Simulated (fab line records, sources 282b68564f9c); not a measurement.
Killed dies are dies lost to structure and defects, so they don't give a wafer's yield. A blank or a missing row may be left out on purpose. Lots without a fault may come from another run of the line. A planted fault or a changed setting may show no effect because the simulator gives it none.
fab line records | flow rit_cmos
record lots=6 wafers=18 last_day=5
route steps=202 shown SPACER@127 NSD@131 PSD@142 SDANNEAL@153 PLDD@159 M1@202
lots that met no fault: from a run of the same line without faults
start_h: hours from the record's first day to the start of the lot's first wafer shown | wait_h: hours since the lot's step before | " the same as in the row above | L1.1+2: a row that stands for several wafers | - no value, or no start given | * or withheld: withheld | < > ~ a bound
route shown NAME@n: a module of which the file shows steps, and the number in the route of the first | usual: mean/standard deviation of fault-free wafers | same: alike in all rows | chamber/n: place in a boat | sites: the reading at each site | _std_site: their standard deviation | _edge_site: outer sites' mean less inner sites' | radius_mm: how far each site lies from the wafer's centre | mask NAME#n: copy n | behind: the tool/chamber that last shaped the wafer | hold: why the lot was held/for how many hours/how that ended | device: the transistor (n, p or np) that didn't switch | end of line: the same wafers' tests at the end of the route | a step without rows: its recipe alone | killed: dies lost to structure and defects at the first sort, not the wafer's yield | map: a wafer's dies, x killed, . not, _ none there
set.NAME: the setting as run; set.NAME@STEP: as run at that earlier step | model.NAME: the simulator's own value behind a step, which no gauge read
lots at some steps of the route; a table a step, a row a wafer
services: from which hour (start_h, from the record's first day; less than 0 if before it) a tool's chamber was out of use, for how many hours, and why
## steps
# step RIT_SPACER_CLEAN_02
# recipe chemistry=SC2 mix=3:3:50 time_s=600 temp_c=75 dry=n2_spin
# step RIT_SPACER_CVD_03
# recipe material=Si3N4 target_thk_nm=250 temp_c=810 precursor=SiH2Cl2/NH3 time_s=3300 pressure_mtorr=300 sih2cl2_flow_sccm=60 nh3_flow_sccm=150
# step RIT_SPACER_THK_MEAS_04
# recipe reads=Si3N4_of_SPACER_CVD_03
# usual SPACER_NITRIDE_THK=249.4/2.3
# columns lot.wafer tool chamber start_h wait_h SPACER_NITRIDE_THK[nm]
L290.1 film_metro-03 - 58.50 0.0 248.7
L290.3 " - " " 247.6
L290.5 " - " " 247.1
L292.1 film_metro-03 - 65.45 0.0 252.3
L292.3 " - " " 252.5
L292.4 " - " " 250.6
L295.1 film_metro-01 - 78.83 0.0 245.9
L295.3 " - " " 247.5
L295.6 " - " " 246.7
L298.2 film_metro-02 - 92.27 0.0 244.6
L298.3 " - " " 244.1
L298.4 " - " " 244.7
L300.1 film_metro-03 - 102.67 0.0 250.6
L300.3 " - " " 251.2
L300.4 " - " " 251.8
L302.1 film_metro-02 - 116.12 0.0 251.7
L302.2 " - " " 249.2
L302.3 " - " " 249.9
# step RIT_SPACER_ETCHBACK_05
# recipe target_depth_a=2500 SF6_flow_sccm=30 CHF3_flow_sccm=30 target=Si3N4 chemistry=SF6/CHF3 pressure_mtorr=40 rf_w=250 time_s=240 stop_on=SiO2
# usual drypump_motor_current_A=5.9/0.49 oes_product_au=0.841/0.013 throttle_valve_pct=10.32/0.11
# same time_s=240
# columns lot.wafer tool chamber start_h wait_h drypump_motor_current_A oes_product_au rf_hours_counter_h throttle_valve_pct
L290.1 rie_diel-02 0 58.56 0.1 5.3 0.832 36 10.33
L290.3 " 2 " " 5.6 0.825 94 10.24
L290.5 " 1 " " 5.7 0.817 - 10.09
L292.1 rie_diel-03 2 65.51 0.1 6.5 0.850 66 10.33
L292.3 " 3 " " 4.9 0.850 140 10.23
L292.4 " 0 " " 5.8 0.844 61 10.44
L295.1 rie_diel-02 2 78.89 0.1 5.6 0.830 95 10.25
L295.3 " 3 " " 5.8 0.850 74 10.37
L295.6 " 3 " " 5.8 0.846 - 10.38
L298.2 rie_diel-03 3 92.32 0.0 4.8 0.829 140 10.24
L298.3 " 1 " " 6.2 0.815 117 10.51
L298.4 " 3 " " 4.9 0.833 - 10.22
L300.1 rie_diel-04 2 102.73 0.1 6.2 0.845 10 10.20
L300.3 " 3 " " 6.2 0.870 2 10.42
L300.4 " 1 " " 6.5 0.853 92 10.21
L302.1 rie_diel-03 0 116.18 0.1 5.8 0.839 61 10.44
L302.2 " 2 " " 6.6 0.839 66 10.33
L302.3 " 3 " " 4.8 0.847 141 10.22
# step RIT_NSD_HMDS_00
# recipe prime_time_s=60 prime_temp_c=140
# step RIT_NSD_COAT_01
# recipe resist=NOVOLAK spin_rpm=3250 resist_thk_nm=1000
# step RIT_NSD_SOFTBAKE_02
# recipe resist=NOVOLAK temp_c=90 time_s=60
# step RIT_NSD_EXPOSE_03
# recipe mask_id=M9 na=0.57 target_cd_nm=40700 dose_mj=250
# step RIT_NSD_PEB_04
# recipe resist=NOVOLAK temp_c=withheld time_s=withheld
# step RIT_NSD_DEVELOP_05
# recipe resist=NOVOLAK develop_time_s=50 dev_temp_c=23
# step RIT_NSD_OVL_MEAS_06
# usual NSD_OVL=0.4/1.4
# columns lot.wafer tool chamber start_h wait_h NSD_OVL[nm]
L290.1 overlay-01 - 59.78 - 1.9
L290.3 " - " " 1.2
L290.5 " - " " 3.8
L292.1 overlay-01 - 66.51 - -0.7
L292.3 " - " " -0.4
L292.4 " - " " 1.2
L295.1 overlay-02 - 80.13 - 0.5
L295.3 " - " " -0.3
L295.6 " - " " 2.4
L298.2 overlay-01 - 93.44 - -0.3
L298.3 " - " " -1.5
L298.4 " - " " 0.6
L300.1 overlay-01 - 103.85 - 0.5
L300.3 " - " " -0.2
L300.4 " - " " 0.9
L302.1 overlay-01 - 117.30 - 2.4
L302.2 " - " " 2.7
L302.3 " - " " 2.9
# step RIT_NSD_HARDBAKE_07
# recipe resist=NOVOLAK temp_c=140 time_s=60
# step RIT_NSD_IMPLANT_08
# recipe species=P energy_kev=25 dose_cm2=1e+15 tilt_deg=7
# columns lot.wafer tool chamber start_h wait_h
L290.1+3+5 implanter-03 0 60.10 0.1
L292.1+3+4 implanter-03 0 66.69 0.1
L295.1+3+6 implanter-03 0 80.32 0.1
L298.2+3+4 implanter-03 0 93.65 0.1
L300.1+3+4 implanter-01 0 104.04 0.1
L302.1+2+3 implanter-01 0 117.49 0.1
# step RIT_NSD_STRIP_09
# recipe chemistry=O2 time_s=180 resist=NOVOLAK platen_temp_c=withheld power_w=500 pressure_mtorr=4000 o2_flow_sccm=4000
# usual drypump_motor_current_A=5.7/0.3
# same time_s=180
# columns lot.wafer tool chamber start_h wait_h drypump_motor_current_A rf_hours_counter_h
L290.1 plasma_asher-03 1 60.25 0.1 5.9 41
L290.3 " 1 " " 5.9 -
L290.5 " 0 " " 6.0 -
L292.1 plasma_asher-03 0 66.84 0.1 6.0 42
L292.3 " 1 " " 5.9 -
L292.4 " 0 " " 6.0 -
L295.1 plasma_asher-02 1 80.47 0.1 5.6 45
L295.3 " 0 " " 5.5 -
L295.6 " 1 " " 5.6 -
L298.2 plasma_asher-02 0 93.77 0.1 5.5 47
L298.3 " 1 " " 5.6 -
L298.4 " 0 " " 5.5 -
L300.1 plasma_asher-01 0 104.19 0.1 5.6 32
L300.3 " 0 " " 5.6 -
L300.4 " 1 " " 5.0 -
L302.1 plasma_asher-02 0 117.64 0.1 5.5 49
L302.2 " 1 " " 5.7 49
L302.3 " 1 " " 5.7 -
# step RIT_NSD_TW_MEAS_10
# usual NSD_TW=3110/25
# columns lot.wafer tool chamber start_h wait_h NSD_TW
L290.1 film_metro-01 - 60.42 0.1 3111
L290.3 " - " " 3114
L290.5 " - " " 3086
L292.1 film_metro-03 - 67.02 0.1 3172
L292.3 " - " " 3163
L292.4 " - " " 3157
L295.1 film_metro-03 - 80.64 0.1 3142
L295.3 " - " " 3154
L295.6 " - " " 3152
L298.2 film_metro-04 - 93.96 0.1 3084
L298.3 " - " " 3086
L298.4 " - " " 3069
L300.1 film_metro-01 - 104.37 0.1 3109
L300.3 " - " " 3109
L300.4 " - " " 3110
L302.1 film_metro-04 - 117.81 0.1 3087
L302.2 " - " " 3079
L302.3 " - " " 3094
# step RIT_PSD_HMDS_00
# recipe prime_time_s=60 prime_temp_c=140
# step RIT_PSD_COAT_01
# recipe resist=NOVOLAK spin_rpm=3250 resist_thk_nm=1000
# step RIT_PSD_SOFTBAKE_02
# recipe resist=NOVOLAK temp_c=90 time_s=60
# step RIT_PSD_EXPOSE_03
# recipe mask_id=M10 na=0.57 target_cd_nm=40900 dose_mj=250
# step RIT_PSD_PEB_04
# recipe resist=NOVOLAK temp_c=withheld time_s=withheld
# step RIT_PSD_DEVELOP_05
# recipe resist=NOVOLAK develop_time_s=50 dev_temp_c=23
# step RIT_PSD_OVL_MEAS_06
# usual PSD_OVL=1.8/1.5
# columns lot.wafer tool chamber start_h wait_h PSD_OVL[nm]
L290.1 overlay-02 - 61.46 - 3.2
L290.3 " - " " 1.3
L290.5 " - " " 1.3
L292.1 overlay-02 - 68.03 - 2.4
L292.3 " - " " 2.6
L292.4 " - " " 2.4
L295.1 overlay-02 - 81.72 - 3.1
L295.3 " - " " 2.3
L295.6 " - " " 1.9
L298.2 overlay-02 - 95.03 - -1.2
L298.3 " - " " -0.5
L298.4 " - " " -0.3
L300.1 overlay-02 - 105.55 - -0.5
L300.3 " - " " -0.2
L300.4 " - " " 1.0
L302.1 overlay-02 - 118.85 - 0.6
L302.2 " - " " 3.4
L302.3 " - " " 2.1
# step RIT_PSD_HARDBAKE_07
# recipe resist=NOVOLAK temp_c=140 time_s=60
# step RIT_PSD_IMPLANT_08
# recipe species=BF2 energy_kev=27 dose_cm2=5e+15 tilt_deg=7
# step RIT_PSD_STRIP_09
# recipe chemistry=O2 time_s=180 resist=NOVOLAK platen_temp_c=withheld power_w=500 pressure_mtorr=4000 o2_flow_sccm=4000
# usual drypump_motor_current_A=5.7/0.46
# same time_s=180
# columns lot.wafer tool chamber start_h wait_h drypump_motor_current_A rf_hours_counter_h
L290.1 plasma_asher-03 0 61.80 0.1 6.0 42
L290.3 " 0 " " 6.0 -
L290.5 " 0 " " 6.0 -
L292.1 plasma_asher-03 1 68.37 0.1 5.9 42
L292.3 " 1 " " 5.9 -
L292.4 " 0 " " 6.0 -
L295.1 plasma_asher-01 0 82.06 0.1 5.5 29
L295.3 " 1 " " 5.0 -
L295.6 " 1 " " 5.0 -
L298.2 plasma_asher-01 0 95.36 0.1 5.6 31
L298.3 " 1 " " 5.0 -
L298.4 " 0 " " 5.5 -
L300.1 plasma_asher-01 1 105.88 0.1 5.0 32
L300.3 " 1 " " 5.0 -
L300.4 " 0 " " 5.5 -
L302.1 plasma_asher-01 1 119.18 0.1 5.0 33
L302.2 " 0 " " 5.6 33
L302.3 " 1 " " 5.0 -
# step RIT_PSD_TW_MEAS_10
# usual PSD_TW=3420/32
# columns lot.wafer tool chamber start_h wait_h PSD_TW
L290.1 film_metro-03 - 61.97 0.1 3481
L290.3 " - " " 3467
L290.5 " - " " 3467
L292.1 film_metro-03 - 68.54 0.1 3462
L292.3 " - " " 3463
L292.4 " - " " 3465
L295.1 film_metro-04 - 82.23 0.1 3404
L295.3 " - " " 3384
L295.6 " - " " 3388
L298.2 film_metro-04 - 95.54 0.1 3403
L298.3 " - " " 3385
L298.4 " - " " 3394
L300.1 film_metro-01 - 106.06 0.1 3407
L300.3 " - " " 3386
L300.4 " - " " 3401
L302.1 film_metro-01 - 119.36 0.1 3406
L302.2 " - " " 3392
L302.3 " - " " 3396
# step RIT_SDANNEAL_CLEAN_00
# recipe chemistry=SC1 mix=3:3:50 time_s=600 temp_c=75
# step RIT_SDANNEAL_CLEAN_01
# recipe chemistry=dHF dilution=50:1 time_s=30
# step RIT_SDANNEAL_CLEAN_02
# recipe chemistry=SC2 mix=3:3:50 time_s=600 temp_c=75 dry=n2_spin
# step RIT_SDANNEAL_RTA_03
# recipe temp_c=1050 time_s=5 idle_temp_c=600 ramp_up_c_per_s=342 ramp_down_c_per_s=171 cool_to_c=600 ambient=N2
# usual chamber_o2_ppm=1.998/0.019 wafer_temp_C_max=1053.5/1.1
# same time_s=5
# columns lot.wafer tool chamber start_h wait_h chamber_o2_ppm wafer_temp_C_max
L290.1 rtp_anneal-01 0 62.57 0.0 1.995 1053.0
L290.3 " 0 " " 1.994 1053.3
L290.5 " 0 " " 1.979 1053.1
L292.1 rtp_anneal-01 0 68.99 0.0 1.982 1054.4
L292.3 " 0 " " 1.994 1052.9
L292.4 " 0 " " 1.985 1051.9
L295.1 rtp_anneal-02 0 82.69 0.0 2.023 1053.3
L295.3 " 0 " " 2.013 1054.9
L295.6 " 0 " " 1.993 1054.0
L298.2 rtp_anneal-01 0 96.05 0.0 2.015 1052.3
L298.3 " 0 " " 2.023 1053.9
L298.4 " 0 " " 1.978 1052.4
L300.1 rtp_anneal-01 0 106.60 0.0 1.985 1055.1
L300.3 " 0 " " 2.003 1055.4
L300.4 " 0 " " 1.994 1053.4
L302.1 rtp_anneal-01 0 119.79 0.0 1.970 1053.1
L302.2 " 0 " " 1.975 1052.7
L302.3 " 0 " " 1.995 1055.1
# step RIT_SDANNEAL_RS_MEAS_04
# recipe thk_meas_gauge=four-point-probe
# usual PSD_RS=115.9/0.31
# columns lot.wafer tool chamber start_h wait_h PSD_RS[ohm/sq]
L290.1 film_metro-01 - 62.63 0.0 115.9
L290.3 " - " " 116.1
L290.5 " - " " 115.8
L292.1 film_metro-03 - 69.05 0.0 115.7
L292.3 " - " " 116.1
L292.4 " - " " 116.3
L295.1 film_metro-04 - 82.75 0.0 116.4
L295.3 " - " " 116.4
L295.6 " - " " 116.3
L298.2 film_metro-03 - 96.12 0.1 116.3
L298.3 " - " " 116.1
L298.4 " - " " 115.7
L300.1 film_metro-03 - 106.66 0.0 115.9
L300.3 " - " " 116.2
L300.4 " - " " 115.7
L302.1 film_metro-04 - 119.84 0.0 115.4
L302.2 " - " " 116.1
L302.3 " - " " 115.6
# step RIT_SDANNEAL_RS_MEAS_05
# recipe thk_meas_gauge=four-point-probe
# usual NSD_RS=84.60/0.26
# columns lot.wafer tool chamber start_h wait_h NSD_RS[ohm/sq]
L290.1 film_metro-01 - 62.75 0.1 84.95
L290.3 " - " " 84.98
L290.5 " - " " 84.80
L292.1 film_metro-03 - 69.17 0.1 84.83
L292.3 " - " " 84.77
L292.4 " - " " 84.67
L295.1 film_metro-04 - 82.87 0.1 -
L295.3 " - " " -
L295.6 " - " " -
L298.2 film_metro-03 - 96.24 0.1 -
L298.3 " - " " -
L298.4 " - " " -
L300.1 film_metro-03 - 106.78 0.1 85.13
L300.3 " - " " 85.05
L300.4 " - " " 85.03
L302.1 film_metro-04 - 119.96 0.1 84.09
L302.2 " - " " 84.71
L302.3 " - " " 84.33
# step RIT_SDANNEAL_RS_MEAS_06
# recipe thk_meas_gauge=four-point-probe
# usual PLDD_RS=178.8/0.46
# columns lot.wafer tool chamber start_h wait_h PLDD_RS[ohm/sq]
L290.1 film_metro-01 - 62.87 0.1 179.4
L290.3 " - " " 179.9
L290.5 " - " " 178.9
L292.1 film_metro-03 - 69.29 0.1 179.8
L292.3 " - " " 179.3
L292.4 " - " " 179.3
L295.1 film_metro-04 - 82.99 0.1 179.0
L295.3 " - " " 178.7
L295.6 " - " " 178.7
L298.2 film_metro-03 - 96.36 0.1 178.9
L298.3 " - " " 179.6
L298.4 " - " " 179.0
L300.1 film_metro-03 - 106.90 0.1 178.6
L300.3 " - " " 178.9
L300.4 " - " " 179.2
L302.1 film_metro-04 - 120.08 0.1 178.8
L302.2 " - " " 178.8
L302.3 " - " " 178.7
# step RIT_M1_PROBE_99
# usual killed_at_M0_to_M3=0.0/0.12 killed_at_contacts=0.0/0.2 killed_at_front_end=7/3 killed_dies=7/3 killed_open=3.4/1.8 killed_short=3.8/2.1
# same gross_dies=264 killed_at_M4_up=0 killed_at_back_side=0 killed_at_other=0
# columns lot.wafer tool chamber start_h wait_h killed_at_M0_to_M3 killed_at_contacts killed_at_front_end killed_dies killed_open killed_short
L298.2 prober-01 - 103.44 0.1 0 0 6 6 2 4
L298.3 prober-01 - 103.49 0.2 0 0 10 10 3 6
L298.4 prober-01 - 103.54 0.2 0 0 6 6 6 0
L300.1 prober-01 - 114.07 0.1 0 0 12 12 1 11
L300.3 prober-01 - 114.17 0.2 0 0 9 9 5 4
L300.4 prober-01 - 114.22 0.2 0 0 8 8 4 4
L302.1 prober-01 - 127.21 0.1 0 0 5 5 4 1
L302.2 prober-01 - 127.26 0.1 0 0 5 5 4 1
L302.3 prober-01 - 127.31 0.2 0 0 5 5 3 2
# killed by level:class
L298.2 GATE:geometric_particle:short=3 REOX:geometric_particle:short=1 REOX:geometric_particle:open=1 SILICIDE:geometric_particle:open=1
L298.3 GATE:geometric_particle:short=3 SPACER:geometric_particle:short=2 SILICIDE:geometric_particle:open=2 FOX2:geometric_particle:open=1 SILICIDE:geometric_particle:short=1 PRETRO:coat_microbubble_printed=1
L298.4 GATE:geometric_particle:open=4 FOX1:geometric_particle:open=1 SILICIDE:geometric_particle:open=1
L300.1 GATE:geometric_particle:short=4 SILICIDE:geometric_particle:short=4 FOX2:geometric_particle:short=2 FOX1:geometric_particle:short=1 GATE:geometric_particle:open=1
L300.3 GATE:geometric_particle:open=4 FOX1:geometric_particle:short=2 GATE:geometric_particle:short=2 FOX1:geometric_particle:open=1
L300.4 GATE:geometric_particle:short=3 FOX1:geometric_particle:open=1 GATE:geometric_particle:open=1 REOX:geometric_particle:open=1 SILICIDE:geometric_particle:open=1 SILICIDE:geometric_particle:short=1
L302.1 FOX1:geometric_particle:open=2 FOX1:geometric_particle:short=1 FOX2:geometric_particle:open=1 GATE:geometric_particle:open=1
L302.2 GATE:geometric_particle:open=4 FOX1:geometric_particle:short=1
L302.3 ACTIVE:geometric_particle:open=1 GATE:geometric_particle:open=1 GATE:geometric_particle:short=1 REOX:geometric_particle:short=1 SPACER:geometric_particle:open=1
## services
# columns tool chamber start_h hours kind
implanter-01 - 37.41 1.2 repair
implanter-01 - 42.59 0.5 repair
rie_diel-04 0 42.82 4.8 repair
implanter-01 - 53.73 1.6 repair
plasma_asher-03 - 76.25 2.9 repair
implanter-01 - 82.24 0.7 repair
rie_diel-03 0 86.65 18.1 repair
plasma_asher-03 - 108.75 9.0 pm
plasma_asher-03 0 108.75 9.0 vent_cycle
plasma_asher-03 1 108.75 9.0 vent_cycle
plasma_asher-03 - 116.03 0.7 repair
plasma_asher-03 0 117.75 - clean
plasma_asher-03 1 117.75 - clean
## key
first_sign step=RIT_SDANNEAL_RS_MEAS_05 reading=NSD_RS direction=missing
effect none on later readings
met_at RIT_NSD_IMPLANT_08
struck_wafers L295.1,L295.3,L295.6,L298.2,L298.3,L298.4
tester_left_out L295,L298
onset_between 66.69 80.32
fault kind=process_parameter_drift tool=implanter-03 chamber=- onset_h=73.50 steps=RIT_NSD_IMPLANT_08 channel=tilt_deg offset=8 spread_by_wafer=0.3 shape=step end_h=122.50 acts_in=these_recipes_only stated=7
# tester_left_out: of these lots the tester's yield and bins aren't shown, on N5 and GAA mostly nor the transistor test; their killed dies are dies lost to structure and defects alone, not to doping, threshold or leakage, so they don't give the yield
